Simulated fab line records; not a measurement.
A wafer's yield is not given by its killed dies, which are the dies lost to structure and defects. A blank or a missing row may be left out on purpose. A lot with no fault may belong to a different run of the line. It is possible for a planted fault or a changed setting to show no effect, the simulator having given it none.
fab line records    flow ritCmos
[record] lots = 7  wafers = 21  lastDay = 7
route steps=202 shown ACTIVE@1 M1@202
lots that met no fault: taken from a fault-free run of the same line
startH: the number of hours between the record's first day and the start of the first shown wafer of the lot    waitH: time in hours since the lot's previous step    " the same as in the row above    L1.1+2: a row that stands for several wafers    - value missing, or start not given    * or withheld: withheld    < > ~ a bound
route shown NAME@n: NAME is a module with steps in the file, n the number in the route of the first one    usual: mean and standard deviation over wafers with no fault    same: alike in all rows    chamber/n: place in a boat    sites: the reading at each site    _std_site: the values' standard deviation    _edge_site: outer sites' mean less inner sites'    radiusMm: how far each site lies from the wafer's centre    mask NAME#n: copy n    behind: the last tool/chamber to shape the wafer    hold: what put the lot on hold/how long, in hours/how the hold closed    device: the n, p or np transistor that did not switch    end of line: tests of these same wafers at the route's end    a step given without rows: its recipe and nothing more    killed: count of dies lost to structure and defects at first sort (not the wafer's yield)    map: per-die view of a wafer (x killed, . not killed, _ where there is no die)
set.NAME: the run value of the setting; set.NAME@STEP: its run value at that earlier step    model.NAME: the simulator's own value behind a step, which no gauge read
lots at some steps of the route; a table a step, a row a wafer
services: the hour from which a tool's chamber was out of use, counted from the record's first day as startH (under 0 if before that day), plus the number of hours and why
[[steps]]
[step RIT_ACTIVE_BOW_MEAS_00]
[recipe] mode = bow
[usual] INCOMING_BOW = 0/6.8
lot.wafer  tool          chamber  startH  waitH  INCOMING_BOW[um]
L978.3     filmMetro-01  -        15.04   -      -5
L978.5     "             -        "       "      11
L978.6     "             -        "       "      -11
L980.1     filmMetro-04  -        25.00   -      -3
L980.2     "             -        "       "      -3
L980.3     "             -        "       "      -2
L990.1     filmMetro-04  -        75.00   -      3
L990.2     "             -        "       "      1
L990.3     "             -        "       "      -10
L991.1     filmMetro-02  -        80.00   -      2
L991.5     "             -        "       "      14
L991.6     "             -        "       "      -3
L992.2     filmMetro-04  -        85.02   -      -1
L992.4     "             -        "       "      -5
L992.6     "             -        "       "      1
L994.2     filmMetro-02  -        95.02   -      3
L994.4     "             -        "       "      -5
L994.6     "             -        "       "      8
L999.1     filmMetro-02  -        120.00  -      4
L999.2     "             -        "       "      -2
L999.3     "             -        "       "      -2
[step RIT_ACTIVE_OXIDATION_01]
[recipe] tempC = 1000  ambient = O2  targetThkA = 468  oxTimeS = 3360
[step RIT_ACTIVE_THK_MEAS_02]
[recipe] reads = SiO2_of_ACTIVE_OXIDATION_01
[usual] ACTIVE_OXIDE_THK = 46.3/0.83
lot.wafer  tool          chamber  startH  waitH  ACTIVE_OXIDE_THK[nm]
L978.3     filmMetro-02  -        18.63   0.0    46.9
L978.5     "             -        "       "      46.5
L978.6     "             -        "       "      47.6
L980.1     filmMetro-01  -        27.05   0.0    45.5
L980.2     "             -        "       "      46.2
L980.3     "             -        "       "      45.2
L990.1     filmMetro-02  -        79.27   0.0    46.5
L990.2     "             -        "       "      46.4
L990.3     "             -        "       "      46.6
L991.1     filmMetro-02  -        82.28   0.0    45.0
L991.5     "             -        "       "      43.9
L991.6     "             -        "       "      45.1
L992.2     filmMetro-02  -        87.93   0.0    46.7
L992.4     "             -        "       "      46.9
L992.6     "             -        "       "      46.1
L994.2     filmMetro-02  -        99.53   0.0    46.2
L994.4     "             -        "       "      46.8
L994.6     "             -        "       "      46.3
L999.1     filmMetro-04  -        125.47  0.0    47.0
L999.2     "             -        "       "      46.1
L999.3     "             -        "       "      45.4
[step RIT_ACTIVE_CVD_03]
[recipe] material = Si3N4  targetThkNm = 150  tempC = 810  precursor = SiH2Cl2/NH3  timeS = 1500  pressureMtorr = 300  sih2cl2FlowSccm = 60  nh3FlowSccm = 150
[usual] nh3FlowSccm = 150.0/0.39  pressureMtorr = 299.9/0.66  timeS = 1500/0
lot.wafer  tool      chamber  startH  waitH  nh3FlowSccm  pressureMtorr  timeS
L978.3     lpcvd-01  1        18.67   0.0    149.5        299.9          1500
L978.5     "         1        "       "      150.1        299.0          1500
L978.6     "         1        "       "      149.4        299.8          1500
L980.1     lpcvd-02  1        27.11   0.1    150.2        299.7          1500
L980.2     "         1        "       "      149.8        299.7          1500
L980.3     "         1        "       "      149.2        300.1          1500
L990.1     lpcvd-02  1        79.33   0.1    -            -              -
L990.2     "         1        "       "      -            -              -
L990.3     "         1        "       "      -            -              -
L991.1     lpcvd-02  0        82.34   0.1    -            -              -
L991.5     "         0        "       "      -            -              -
L991.6     "         0        "       "      -            -              -
L992.2     lpcvd-02  0        87.98   0.0    -            -              -
L992.4     "         0        "       "      -            -              -
L992.6     "         0        "       "      -            -              -
L994.2     lpcvd-02  1        99.77   0.2    150.7        300.6          1500
L994.4     "         1        "       "      150.3        300.9          1500
L994.6     "         1        "       "      150.3        301.4          1500
L999.1     lpcvd-02  0        126.42  0.9    150.0        300.1          1500
L999.2     "         0        "       "      150.4        299.1          1500
L999.3     "         0        "       "      150.2        299.7          1500
[step RIT_ACTIVE_HMDS_05]
[recipe] primeTimeS = 60  primeTempC = 140
[step RIT_ACTIVE_COAT_06]
[recipe] resist = NOVOLAK  spinRpm = 3250  resistThkNm = 1000
[step RIT_ACTIVE_SOFTBAKE_07]
[recipe] resist = NOVOLAK  tempC = 90  timeS = 60
[step RIT_ACTIVE_EXPOSE_08]
[recipe] maskId = M1  na = 0.6  sourceShape = conventional  sigmaOuter = 0.6  targetCdNm = 1400  doseMj = 225
[step RIT_ACTIVE_PEB_09]
[recipe] resist = NOVOLAK  tempC = withheld  timeS = withheld
[step RIT_ACTIVE_DEVELOP_10]
[recipe] resist = NOVOLAK  developTimeS = 50  devTempC = 22.29
[step RIT_ACTIVE_CD_MEAS_11]
[recipe] targetCdNm = 1400
[usual] cdNm = 1400.7/2.2
lot.wafer  tool      chamber  startH  waitH  cdNm
L978.3     cdSem-01  -        21.04   -      1398.5
L978.5     "         -        "       "      1399.8
L978.6     "         -        "       "      1400.8
L980.1     cdSem-01  -        29.56   -      1405.4
L980.2     "         -        "       "      1405.4
L980.3     "         -        "       "      1403.7
L990.1     cdSem-01  -        81.76   -      1399.5
L990.2     "         -        "       "      1399.6
L990.3     "         -        "       "      1401.1
L991.1     cdSem-01  -        84.87   -      1399.4
L991.5     "         -        "       "      1399.9
L991.6     "         -        "       "      1401.0
L992.2     cdSem-02  -        90.45   -      1400.8
L992.4     "         -        "       "      1400.2
L992.6     "         -        "       "      1402.3
L994.2     cdSem-02  -        102.86  -      1404.5
L994.4     "         -        "       "      1405.1
L994.6     "         -        "       "      1406.3
L999.1     cdSem-01  -        129.58  -      1402.6
L999.2     "         -        "       "      1400.3
L999.3     "         -        "       "      1402.0
[step RIT_ACTIVE_HARDBAKE_12]
[recipe] resist = NOVOLAK  tempC = 140  timeS = 60
[step RIT_ACTIVE_ETCH_13]
[recipe] stopOn = SiO2  chemistry = SF6  target = Si3N4  timeS = 205.4  overEtchFrac = 0.4  SF6_flow_sccm = 200  pressureMtorr = 260  rfW = 125  targetDepthA = 2100
[usual] chamberPressureMTorr = 259.98/0.21  drypumpMotorCurrentA = 5.8/0.39  oesProductAu = 0.827/0.012  throttleValvePct = 7.47/0.11
[same] timeS = 205.4
lot.wafer  tool        chamber  startH  waitH  chamberPressureMTorr  drypumpMotorCurrentA  oesProductAu  rfHoursCounterH  throttleValvePct  model.ACTIVE.featureDepthNm  model.etch.depthNm
L978.3     rieDiel-01  1        21.27   0.1    259.90                5.9                   0.811         10               7.31              148.6                        148.6
L978.5     "           2        "       "      259.91                5.7                   0.821         -                7.58              150.1                        150.1
L978.6     "           3        "       "      259.81                5.8                   0.806         -                7.64              148.6                        148.6
L980.1     rieDiel-01  1        29.83   0.1    259.96                5.9                   0.812         10               7.29              149.1                        149.1
L980.2     "           3        "       "      259.85                5.8                   0.824         122              7.65              150.1                        150.1
L980.3     "           2        "       "      259.91                5.7                   0.817         171              7.58              149.9                        149.9
L990.1     rieDiel-02  3        82.12   0.1    260.36                5.4                   0.815         14               7.35              150                          150
L990.2     "           2        "       "      259.87                5.7                   0.839         135              7.45              150.6                        150
L990.3     "           0        "       "      259.95                5.9                   0.827         8                7.62              150                          150
L991.1     rieDiel-03  3        85.14   0.1    260.03                6.0                   0.828         109              7.41              150                          150
L991.5     "           1        "       "      259.72                5.7                   0.820         -                7.48              150                          150
L991.6     "           0        "       "      259.99                6.1                   0.843         -                7.47              150                          150
L992.2     rieDiel-01  3        90.70   0.1    259.95                5.8                   0.814         123              7.64              150                          150
L992.4     "           1        "       "      260.28                5.9                   0.816         -                7.30              150                          150
L992.6     "           0        "       "      259.72                5.0                   0.847         -                7.54              150                          150
L994.2     rieDiel-02  2        103.11  0.1    260.40                5.7                   0.848         135              7.45              150                          149.5
L994.4     "           3        "       "      260.21                5.3                   0.816         14               7.35              150.2                        150.2
L994.6     "           0        "       "      260.17                5.9                   0.831         -                7.62              150.6                        150.6
L999.1     rieDiel-01  0        129.88  0.1    260.31                5.0                   0.842         58               7.53              148.5                        148.5
L999.2     "           1        "       "      260.15                5.9                   0.814         12               7.31              149.9                        149.9
L999.3     "           2        "       "      259.86                5.7                   0.840         0                7.58              150.6                        150.6
[step RIT_ACTIVE_STRIP_14]
[recipe] chemistry = O2  timeS = 180  resist = NOVOLAK  platenTempC = withheld  powerW = 500  pressureMtorr = 4000  o2FlowSccm = 4000
[usual] chamberPressureMTorr = 4000/3.5  drypumpMotorCurrentA = 5.5/0.39
[same] timeS = 180
lot.wafer  tool            chamber  startH  waitH  chamberPressureMTorr  drypumpMotorCurrentA  rfHoursCounterH
L978.3     plasmaAsher-01  0        21.46   0.1    3993                  5.9                   -
L978.5     "               1        "       "      3994                  5.5                   -
L978.6     "               0        "       "      4002                  5.9                   -
L980.1     plasmaAsher-01  1        29.96   0.1    3999                  5.5                   40
L980.2     "               0        "       "      4002                  5.8                   40
L980.3     "               0        "       "      4004                  5.8                   -
L990.1     plasmaAsher-01  0        82.26   0.1    4003                  5.9                   47
L990.2     "               1        "       "      4004                  5.5                   47
L990.3     "               0        "       "      3999                  5.8                   -
L991.1     plasmaAsher-04  1        85.27   0.1    4004                  5.2                   41
L991.5     "               1        "       "      4002                  5.2                   -
L991.6     "               0        "       "      3998                  5.3                   -
L992.2     plasmaAsher-04  0        90.84   0.1    4006                  5.3                   41
L992.4     "               0        "       "      4001                  5.3                   -
L992.6     "               0        "       "      3997                  5.3                   -
L994.2     plasmaAsher-04  0        103.25  0.1    3994                  5.3                   43
L994.4     "               0        "       "      4004                  5.3                   -
L994.6     "               0        "       "      3999                  5.3                   -
L999.1     plasmaAsher-04  1        130.01  0.1    4002                  5.1                   45
L999.2     "               0        "       "      4001                  5.3                   45
L999.3     "               1        "       "      4003                  5.2                   -
[step RIT_ACTIVE_CD_MEAS_90]
[recipe] targetCdNm = 1400
[usual] cdNm = 1400.7/2.3
lot.wafer  tool      chamber  startH  waitH  cdNm
L978.3     cdSem-01  -        21.62   0.1    1398.3
L978.5     "         -        "       "      1399.5
L978.6     "         -        "       "      1401.1
L980.1     cdSem-01  -        30.14   0.1    1405.1
L980.2     "         -        "       "      1405.7
L980.3     "         -        "       "      1403.5
L990.1     cdSem-01  -        82.43   0.1    -
L990.2     "         -        "       "      -
L990.3     "         -        "       "      -
L991.1     cdSem-02  -        85.45   0.1    -
L991.5     "         -        "       "      -
L991.6     "         -        "       "      -
L992.2     cdSem-02  -        91.03   0.1    -
L992.4     "         -        "       "      -
L992.6     "         -        "       "      -
L994.2     cdSem-01  -        103.44  0.1    1404.5
L994.4     "         -        "       "      1405.5
L994.6     "         -        "       "      1406.4
L999.1     cdSem-01  -        130.19  0.1    1403.1
L999.2     "         -        "       "      1400.5
L999.3     "         -        "       "      1402.3
[step RIT_ACTIVE_CLEAN_15]
[recipe] chemistry = SC1  mix = 3:3:50  timeS = 600  tempC = 75
[step RIT_M1_PROBE_99]
[usual] killedAtContacts = 0.1/0.23  killedAtFrontEnd = 6.6/2.9  killedDies = 6.7/3  killedOnRim = 1.7/1.4  killedOpen = 3.5/2.1  killedShort = 3.2/1.8
[same] grossDies = 264  killed_at_M0_to_M3 = 0  killed_at_M4_up = 0  killedAtBackSide = 0  killedAtOther = 0
lot.wafer  tool       chamber  startH  waitH  killedAtContacts  killedAtFrontEnd  killedDies  killedOnRim  killedOpen  killedShort
L978.3     prober-01  -        66.99   0.2    0                 12                12          2            3           9
L978.5     prober-01  -        67.09   0.2    0                 4                 4           0            1           3
L978.6     prober-01  -        67.14   0.2    0                 3                 3           0            2           1
L990.1     prober-01  -        147.09  0.1    0                 264               264         70           0           0
L990.2     prober-01  -        147.14  0.1    0                 264               264         70           0           0
L990.3     prober-01  -        147.19  0.2    1                 263               264         70           2           0
L992.2     prober-02  -        148.73  0.1    0                 264               264         70           1           0
L992.4     prober-02  -        148.83  0.2    0                 264               264         70           0           1
L992.6     prober-02  -        148.93  0.2    0                 264               264         70           1           0
L991.1     prober-01  -        150.18  0.1    0                 264               264         70           1           0
L991.5     prober-01  -        150.38  0.2    0                 264               264         70           0           0
L991.6     prober-01  -        150.43  0.2    0                 264               264         70           1           0
L994.2     prober-01  -        155.82  0.1    0                 8                 8           3            4           4
L994.4     prober-01  -        155.92  0.2    0                 6                 6           4            4           2
L994.6     prober-01  -        156.02  0.2    0                 6                 6           4            5           1
// killed by level:class
L978.3 GATE:geometricParticle:short=5 GATE:geometricParticle:open=3 SILICIDE:geometricParticle:short=3 SPACER:geometricParticle:short=1
L978.5 REOX:geometricParticle:short=2 GATE:geometricParticle:short=1 SPACER:geometricParticle:open=1
L978.6 FOX1:geometricParticle:open=1 GATE:geometricParticle:open=1 SILICIDE:geometricParticle:short=1
L990.1 ACTIVE:lostPattern=262 ACTIVE:areaCvd=2
L990.2 ACTIVE:lostPattern=264
L990.3 ACTIVE:lostPattern=262 SILICIDE:geometricParticle:open=1 CONTACT:geometricParticle:open=1
L992.2 ACTIVE:lostPattern=262 SILICIDE:geometricParticle:open=1 ACTIVE:areaCvd=1
L992.4 ACTIVE:lostPattern=263 GATE:geometricParticle:short=1
L992.6 ACTIVE:lostPattern=263 GATE:geometricParticle:open=1
L991.1 ACTIVE:lostPattern=263 GATE:geometricParticle:open=1
L991.5 ACTIVE:lostPattern=260 ACTIVE:areaCvd=4
L991.6 ACTIVE:lostPattern=262 SPACER:geometricParticle:open=1 ACTIVE:areaCvd=1
L994.2 GATE:geometricParticle:short=4 GATE:geometricParticle:open=4
L994.4 GATE:geometricParticle:open=3 FOX1:geometricParticle:open=1 FOX2:geometricParticle:short=1 GATE:geometricParticle:short=1
L994.6 SPACER:geometricParticle:open=4 GATE:geometricParticle:open=1 GATE:geometricParticle:short=1
// map L990.1 (x killed, . not)
________xxxxxxx_______
_____xxxxxxxxxxxxx____
____xxxxxxxxxxxxxxx___
___xxxxxxxxxxxxxxxxx__
__xxxxxxxxxxxxxxxxxxx_
__xxxxxxxxxxxxxxxxxxx_
_xxxxxxxxxxxxxxxxxxxxx
_xxxxxxxxxxxxxxxxxxxxx
_xxxxxxxxxxxxxxxxxxxxx
_xxxxxxxxxxxxxxxxxxxxx
__xxxxxxxxxxxxxxxxxxx_
__xxxxxxxxxxxxxxxxxxx_
___xxxxxxxxxxxxxxxxx__
____xxxxxxxxxxxxxxx___
_____xxxxxxxxxxxxx____
________xxxxxxx_______
// map L991.1 (x killed, . not)
________xxxxxxx_______
_____xxxxxxxxxxxxx____
____xxxxxxxxxxxxxxx___
___xxxxxxxxxxxxxxxxx__
__xxxxxxxxxxxxxxxxxxx_
__xxxxxxxxxxxxxxxxxxx_
_xxxxxxxxxxxxxxxxxxxxx
_xxxxxxxxxxxxxxxxxxxxx
_xxxxxxxxxxxxxxxxxxxxx
_xxxxxxxxxxxxxxxxxxxxx
__xxxxxxxxxxxxxxxxxxx_
__xxxxxxxxxxxxxxxxxxx_
___xxxxxxxxxxxxxxxxx__
____xxxxxxxxxxxxxxx___
_____xxxxxxxxxxxxx____
________xxxxxxx_______
[[services]]
tool            chamber  startH  hours  kind
rieDiel-02      1        -1.51   -      clean
rieDiel-02      1        -1.51   -      consumableReplace:esc
rieDiel-02      1        -1.51   21.0   scheduledDown
rieDiel-02      1        -1.51   21.0   ventCycle
rieDiel-01      2        -0.71   11.6   repair
rieDiel-03      2        -0.41   13.5   repair
lpcvd-01        -        9.45    1.3    repair
rieDiel-02      2        33.54   7.4    repair
rieDiel-03      2        51.93   -      clean
rieDiel-02      -        53.37   0.7    repair
rieDiel-02      -        60.12   2.8    pm
rieDiel-01      2        64.04   10.2   repair
rieDiel-02      2        66.32   9.4    repair
rieDiel-01      2        74.24   -      clean
rieDiel-01      2        74.24   33.3   scheduledDown
rieDiel-01      2        74.24   33.3   ventCycle
rieDiel-03      2        81.55   8.1    repair
rieDiel-03      1        104.77  2.6    repair
plasmaAsher-01  -        108.75  9.0    pm
plasmaAsher-01  0        108.75  9.0    ventCycle
plasmaAsher-01  1        108.75  9.0    ventCycle
plasmaAsher-01  0        117.75  -      clean
plasmaAsher-01  1        117.75  -      clean
rieDiel-02      -        124.78  0.1    repair
[[key]]
[firstSign] step = RIT_ACTIVE_CVD_03  reading = toolRecord  direction = missing
[effect] step = RIT_ACTIVE_CD_MEAS_90  reading = cdNm  direction = missing
[effect] step = RIT_M1_PROBE_99  reading = killedAtFrontEnd  direction = up  sigmas = 87  usual = 6.6  struck = 263.9
[modelEffect] step = RIT_ACTIVE_ETCH_13  value = ACTIVE.featureDepthNm  without = 150.5  struck = 150.1
metAt RIT_ACTIVE_CVD_03
struckWafers L990.1,L990.2,L990.3,L991.1,L991.5,L991.6,L992.2,L992.4,L992.6
laterRowsLeftOut L990.1,L990.2,L990.3,L991.1,L991.5,L991.6,L992.2,L992.4,L992.6
testerLeftOut L990,L991,L992
onsetBetween 27.11 79.33
[fault] kind = skippedStepWhole  tool = lpcvd-02  chamber = -  onsetH = 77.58  steps = RIT_ACTIVE_CVD_03  scope = struckLotsOnly
// testerLeftOut: of these lots the tester's yield and bins aren't shown, on N5 and GAA mostly nor the transistor test; their killed dies are dies lost to structure and defects alone, not to doping, threshold or leakage, so they don't give the yield
// laterRowsLeftOut: the simulator's readings of these wafers behind a module that went badly wrong aren't trusted and aren't shown, but for the sort
